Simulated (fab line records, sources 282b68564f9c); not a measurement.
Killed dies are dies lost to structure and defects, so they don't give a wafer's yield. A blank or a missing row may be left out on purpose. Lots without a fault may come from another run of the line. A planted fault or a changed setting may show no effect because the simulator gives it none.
A struck lot beside a sound one | flow rit_cmos | 44 steps out of a route of 202
Sound: wafers L948.3, L948.4, L948.5. Struck: wafers L953.4, L953.5, L953.6. The cause comes at the end.
At each step with rows: each side's tool, then ch and its chambers, then its first start. Under that, the readings that differ: sound wafers | struck wafers | difference of the means | sigmas: that difference in standard deviations of wafers without a fault.
alike: readings whose means differ by less than 2 such deviations, and words and numbers that are the same on both sides. not compared: withheld readings, readings that some wafer has no value for, bounds like >300 that may hide the same value, and numbers for which the record gives no deviation and whose values overlap.
The two part at a step that has a row with sigmas, a row that says differs or no value, or rows on one side only. Numbers that don't overlap but have no deviation are shown without sigmas and don't part them. A reading that every wafer of one side lacks parts them only if that side has two wafers or more.

RIT_FOX2_THK_MEAS_01:
  sound on film_metro-01, day 3 12:22; struck on film_metro-04, day 4 21:31
  alike: FOX2_OXIDE_THK
then, 2 steps without rows for these wafers: RIT_FOX2_CLEAN_02 (cleans in dHF, time 180 s); RIT_FOX2_WET_ETCH_03 (etches Si3N4 in H3PO4, target depth 195 nm, time 2700 s).
RIT_FOX2_THK_MEAS_90:
  sound on film_metro-04, day 3 13:15; struck on film_metro-01, day 4 23:09
  alike: FIELD_OXIDE_LEFT_1_THK
then, 6 steps without rows for these wafers: RIT_NWELL_HMDS_00 (prime time 60 s); RIT_NWELL_COAT_01 (resist thk 1300 nm); RIT_NWELL_SOFTBAKE_02 (time 60 s); RIT_NWELL_EXPOSE_03 (exposes mask M2, target cd 43900 nm); RIT_NWELL_PEB_04; RIT_NWELL_DEVELOP_05 (develop time 68 s).
RIT_NWELL_OVL_MEAS_06:
  sound on overlay-02, day 3 14:16; struck on overlay-01, day 5 00:12
  alike: NWELL_OVL
then, 1 step without rows for these wafers: RIT_NWELL_HARDBAKE_07 (time 120 s).
RIT_NWELL_IMPLANT_08:
  sound on implanter-01 ch 0, day 3 14:35; struck on implanter-04 ch 0, day 5 00:32
  reading            | sound                         | struck                        | difference | sigmas
  dose_ions_cm2      | 4.991e+13 4.994e+13 4.989e+13 | 8.002e+13 7.993e+13 7.993e+13 | +3.005e+13 | +99 or more
  faraday_current_uA | 155 156 160                   | 252 246 258                   | +95        | +31
RIT_NWELL_STRIP_09: strips in O2, time 180 s.
  sound on plasma_asher-04 ch 0,1, day 3 14:45; struck on plasma_asher-02 ch 0,1, day 5 00:41
  alike: drypump_motor_current_A
  not compared: rf_hours_counter_h
RIT_NWELL_TW_MEAS_10:
  sound on film_metro-02, day 3 14:53; struck on film_metro-01, day 5 00:49
  reading  | sound          | struck         | difference | sigmas
  NWELL_TW | 2144 2165 2156 | 2453 2463 2449 | +300       | +17
then, 6 steps without rows for these wafers: RIT_PWELL_HMDS_00 (prime time 60 s); RIT_PWELL_COAT_01 (resist thk 1300 nm); RIT_PWELL_SOFTBAKE_02 (time 60 s); RIT_PWELL_EXPOSE_03 (exposes mask M3, target cd 43700 nm); RIT_PWELL_PEB_04; RIT_PWELL_DEVELOP_05 (develop time 68 s).
RIT_PWELL_OVL_MEAS_06:
  sound on overlay-01, day 3 15:56; struck on overlay-02, day 5 01:53
  alike: PWELL_OVL
then, 2 steps without rows for these wafers: RIT_PWELL_HARDBAKE_07 (time 120 s); RIT_PWELL_IMPLANT_08.
RIT_PWELL_STRIP_09: strips in O2, time 180 s.
  sound on plasma_asher-01 ch 0,1, day 3 16:31; struck on plasma_asher-03 ch 0,1, day 5 02:21
  reading                     | sound       | struck      | difference | sigmas
  drypump_motor_current_A (A) | 5.0 4.9 4.9 | 5.9 5.9 5.7 | +0.9       | +3
  not compared: rf_hours_counter_h
RIT_PWELL_TW_MEAS_10:
  sound on film_metro-02, day 3 16:38; struck on film_metro-02, day 5 02:30
  alike: PWELL_TW
then, 1 step without rows for these wafers: RIT_WELLDRIVE_ANNEAL_00 (time 14700 s).
RIT_WELLDRIVE_RS_MEAS_01: measures by four-point-probe.
  sound on film_metro-04, day 3 21:49; struck on film_metro-02, day 5 07:40
  reading           | sound             | struck            | difference | sigmas
  NWELL_RS (ohm/sq) | 276.8 276.2 276.5 | 208.4 208.4 208.4 | -68.1      | -85
RIT_WELLDRIVE_RS_MEAS_02: measures by four-point-probe.
  sound on film_metro-04, day 3 21:56; struck on film_metro-02, day 5 07:47
  alike: PWELL_RS
then, 6 steps without rows for these wafers: RIT_NRETRO_HMDS_00 (prime time 60 s); RIT_NRETRO_COAT_01 (resist thk 1300 nm); RIT_NRETRO_SOFTBAKE_02 (time 60 s); RIT_NRETRO_EXPOSE_03 (exposes mask M4, target cd 43900 nm); RIT_NRETRO_PEB_04; RIT_NRETRO_DEVELOP_05 (develop time 68 s).
RIT_NRETRO_OVL_MEAS_06:
  sound on overlay-02, day 3 23:02; struck on overlay-02, day 5 08:45
  alike: NRETRO_OVL
then, 2 steps without rows for these wafers: RIT_NRETRO_HARDBAKE_07 (time 120 s); RIT_NRETRO_IMPLANT_08.
RIT_NRETRO_STRIP_09: strips in O2, time 180 s.
  sound on plasma_asher-02 ch 0,1, day 3 23:31; struck on plasma_asher-03 ch 0,1, day 5 09:14
  alike: drypump_motor_current_A
  not compared: rf_hours_counter_h
RIT_NRETRO_TW_MEAS_10:
  sound on film_metro-02, day 3 23:39; struck on film_metro-04, day 5 09:22
  alike: NRETRO_TW
then, 2 steps without rows for these wafers: RIT_PRETRO_HMDS_00 (prime time 60 s); RIT_PRETRO_COAT_01 (resist thk 1300 nm).
RIT_M1_METAL_ETCH_12: etches Al in Cl2/BCl3, stops on SiO2, time 165 s, target depth 600 nm.
  sound on rie_metal-02 ch 0,1, day 5 05:25; struck on rie_metal-02 ch 0,1, day 6 18:04
  alike: drypump_motor_current_A, he_backside_leak_sccm, oes_product_au, throttle_valve_pct
  not compared: rf_hours_counter_h, model.M1.cd_nm
then, 1 step without rows for these wafers: RIT_M1_PROBE_99.

WHERE THEY PART
First at RIT_NWELL_IMPLANT_08; last, within this record, at RIT_WELLDRIVE_RS_MEAS_01. Later steps at which nothing parts them and some readings are alike: RIT_WELLDRIVE_RS_MEAS_02, RIT_NRETRO_OVL_MEAS_06, RIT_NRETRO_STRIP_09, RIT_NRETRO_TW_MEAS_10, RIT_M1_METAL_ETCH_12.

WHY: what the simulator had put in
Process parameter drift: implanter-04, from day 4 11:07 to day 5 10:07, at RIT_NWELL_IMPLANT_08. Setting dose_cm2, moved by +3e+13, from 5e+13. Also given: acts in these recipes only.
